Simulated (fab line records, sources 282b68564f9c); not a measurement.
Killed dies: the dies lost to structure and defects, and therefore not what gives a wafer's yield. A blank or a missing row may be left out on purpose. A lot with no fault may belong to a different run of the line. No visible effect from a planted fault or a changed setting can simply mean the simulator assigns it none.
Tool commonality check / flow rit cmos / 15 lots, 45 wafers sampled

== THE REASON FOR OPENING IT ==
Of 15 lots, 3 have the reading REOX_OXIDE_THK flagged at RIT_REOX_THK_MEAS_04. No-fault wafers: 25.4 nm, standard deviation 0.43.
Rule: a lot gets a flag if all its wafers with a number sit over 4 standard deviations from that mean, or if no wafer of it has a number. As for the other lots, they are considered sound.

lot=L152; measured=day 2 22:24; on=film metro-03; REOX_OXIDE_THK (nm), wafer by wafer=25.1 24.8 25.4; flag=
lot=L153; measured=day 3 03:51; on=film metro-03; REOX_OXIDE_THK (nm), wafer by wafer=25.0 25.1 24.6; flag=
lot=L154; measured=day 3 07:18; on=film metro-02; REOX_OXIDE_THK (nm), wafer by wafer=25.9 25.4 25.7; flag=
lot=L155; measured=day 3 13:25; on=film metro-01; REOX_OXIDE_THK (nm), wafer by wafer=25.7 25.9 25.4; flag=
lot=L156; measured=day 3 20:36; on=film metro-01; REOX_OXIDE_THK (nm), wafer by wafer=26.1 25.7 25.7; flag=
lot=L157; measured=day 3 22:32; on=film metro-01; REOX_OXIDE_THK (nm), wafer by wafer=25.1 25.6 24.9; flag=
lot=L159; measured=day 4 08:19; on=film metro-01; REOX_OXIDE_THK (nm), wafer by wafer=25.3 25.1 25.2; flag=
lot=L160; measured=day 4 19:16; on=film metro-02; REOX_OXIDE_THK (nm), wafer by wafer=25.6 26.2 26.2; flag=
lot=L161; measured=day 4 19:36; on=film metro-01; REOX_OXIDE_THK (nm), wafer by wafer=25.2 25.5 25.4; flag=
lot=L162; measured=day 5 00:26; on=film metro-02; REOX_OXIDE_THK (nm), wafer by wafer=25.1 25.1 25.1; flag=
lot=L166; measured=day 5 23:56; on=film metro-01; REOX_OXIDE_THK (nm), wafer by wafer=32.9 32.4 32.9; flag=FLAGGED
lot=L170; measured=day 6 16:50; on=film metro-01; REOX_OXIDE_THK (nm), wafer by wafer=32.9 33.0 32.3; flag=FLAGGED
lot=L172; measured=day 7 01:52; on=film metro-02; REOX_OXIDE_THK (nm), wafer by wafer=33.3 32.9 32.5; flag=FLAGGED
lot=L173; measured=day 7 06:28; on=film metro-02; REOX_OXIDE_THK (nm), wafer by wafer=25.5 24.9 25.2; flag=
lot=L174; measured=day 7 11:52; on=film metro-01; REOX_OXIDE_THK (nm), wafer by wafer=25.3 25.6 25.6; flag=
The numbers of the flagged lots are 32.8 nm on average: +7.4 nm against the usual, or +17 standard deviations.

== WHICH TOOL RAN EACH LOT ==
The record holds 1 process step before the reading, out of a route of 202 steps. In each cell: the tool, then ch and the chambers that the sampled wafers went through, then the start.
lot=L152; flag=; RIT_REOX_OXIDATION_03=furnace-02 ch 0, day 2 19:51
lot=L153; flag=; RIT_REOX_OXIDATION_03=furnace-02 ch 0, day 3 01:18
lot=L154; flag=; RIT_REOX_OXIDATION_03=furnace-01 ch 0, day 3 04:45
lot=L155; flag=; RIT_REOX_OXIDATION_03=furnace-01 ch 0, day 3 10:52
lot=L156; flag=; RIT_REOX_OXIDATION_03=furnace-01 ch 0, day 3 18:02
lot=L157; flag=; RIT_REOX_OXIDATION_03=furnace-03 ch 0, day 3 19:59
lot=L159; flag=; RIT_REOX_OXIDATION_03=furnace-03 ch 0, day 4 05:46
lot=L160; flag=; RIT_REOX_OXIDATION_03=furnace-01 ch 0, day 4 16:43
lot=L161; flag=; RIT_REOX_OXIDATION_03=furnace-03 ch 0, day 4 17:03
lot=L162; flag=; RIT_REOX_OXIDATION_03=furnace-01 ch 0, day 4 21:53
lot=L166; flag=FLAGGED; RIT_REOX_OXIDATION_03=furnace-03 ch 0, day 5 21:22
lot=L170; flag=FLAGGED; RIT_REOX_OXIDATION_03=furnace-03 ch 0, day 6 14:16
lot=L172; flag=FLAGGED; RIT_REOX_OXIDATION_03=furnace-03 ch 0, day 6 23:19
lot=L173; flag=; RIT_REOX_OXIDATION_03=furnace-02 ch 0, day 7 03:54
lot=L174; flag=; RIT_REOX_OXIDATION_03=furnace-02 ch 0, day 7 09:19
These steps, and what they do:
- RIT_REOX_OXIDATION_03: target thk 25.2 nm, ox time 5580 s.
- RIT_REOX_THK_MEAS_04

== FLAGGED OVER TOTAL, TOOL BY TOOL (the gauges that took the reading come last) ==
step=RIT_REOX_OXIDATION_03; tool=furnace-01; lots run=5; flagged=0; share of the flagged lots=none; sound lots run after its first flagged lot=-
step=RIT_REOX_OXIDATION_03; tool=furnace-02; lots run=4; flagged=0; share of the flagged lots=none; sound lots run after its first flagged lot=-
step=RIT_REOX_OXIDATION_03; tool=furnace-03; lots run=6; flagged=3; share of the flagged lots=all; sound lots run after its first flagged lot=0
step=RIT_REOX_THK_MEAS_04; tool=film metro-01; lots run=8; flagged=2; share of the flagged lots=some; sound lots run after its first flagged lot=1 (L174)
step=RIT_REOX_THK_MEAS_04; tool=film metro-02; lots run=5; flagged=1; share of the flagged lots=some; sound lots run after its first flagged lot=1 (L173)
step=RIT_REOX_THK_MEAS_04; tool=film metro-03; lots run=2; flagged=0; share of the flagged lots=none; sound lots run after its first flagged lot=-

== WHAT THE TABLE PERMITS ==
1 row of the table ran every flagged lot: furnace-03 at RIT_REOX_OXIDATION_03.
- furnace-03 at RIT_REOX_OXIDATION_03 ran 6 lots, 3 of them flagged. A fault beginning between L161 (day 4 17:03), its last sound lot, and L166 (day 5 21:22), its first flagged one, fits the data.
Left over: one tool, furnace-03 at RIT_REOX_OXIDATION_03.

== WHAT THE SIMULATOR PUT IN ==
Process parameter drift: furnace-03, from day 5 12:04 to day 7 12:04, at RIT_REOX_OXIDATION_03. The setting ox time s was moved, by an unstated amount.
Lots struck among those shown: L166, L170, L172. The same result came from the rule above.
